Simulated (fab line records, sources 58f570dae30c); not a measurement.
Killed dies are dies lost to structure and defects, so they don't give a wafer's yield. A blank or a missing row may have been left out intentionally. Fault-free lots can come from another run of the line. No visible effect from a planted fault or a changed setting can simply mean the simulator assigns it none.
Which of the tools did it? + flow berkeley_cmos170 + 7 lots, 21 wafers sampled, at 1 step of a route of 331

WHAT EACH GAUGE READ, for each wafer
UCB170_WELLDRIVE_THK_MEAS_02.
| lot  | measured    | on            | WELLDRIVE_OXIDE_THK (nm) |
|------|-------------|---------------|--------------------------|
| L632 | day 4 10:29 | film_metro-03 | 195 193 194              |
| L634 | day 5 00:46 | film_metro-02 | 199 201 203              |
| L636 | day 5 05:35 | film_metro-04 | 202 204 202              |
| L639 | day 5 21:50 | film_metro-03 | 196 198 202              |
| L647 | day 7 08:58 | film_metro-03 | 200 202 199              |
| L646 | day 7 08:59 | film_metro-02 | 198 199 202              |
| L650 | day 8 01:46 | film_metro-03 | 208 207 209              |

WHAT TOOL EACH LOT RAN ON (gives the tool, then ch and the chambers of the sampled wafers, and finally the start)
Record: no process step prior to these readings.

THE ANSWER, worked out from the rows above alone
Rule: usual is defined by the lots themselves. The widest of any qualifying gaps counts: lots, ordered by their means at a reading, are off when they make up no more than a third of the lots, leave a main group of 4 or more, and stand apart from it by 3 or more times the standard deviation of that group's means. A main group is skipped when, at the precision printed for the reading in the tables above, its means are all equal. A lot without any number at a reading at which 4 lots or more have one is off too. Any other lot the step has rows for is counted as sound.
No lot is off at any reading shown: from this, nothing can be told.

WHAT THE SIMULATOR PUT IN
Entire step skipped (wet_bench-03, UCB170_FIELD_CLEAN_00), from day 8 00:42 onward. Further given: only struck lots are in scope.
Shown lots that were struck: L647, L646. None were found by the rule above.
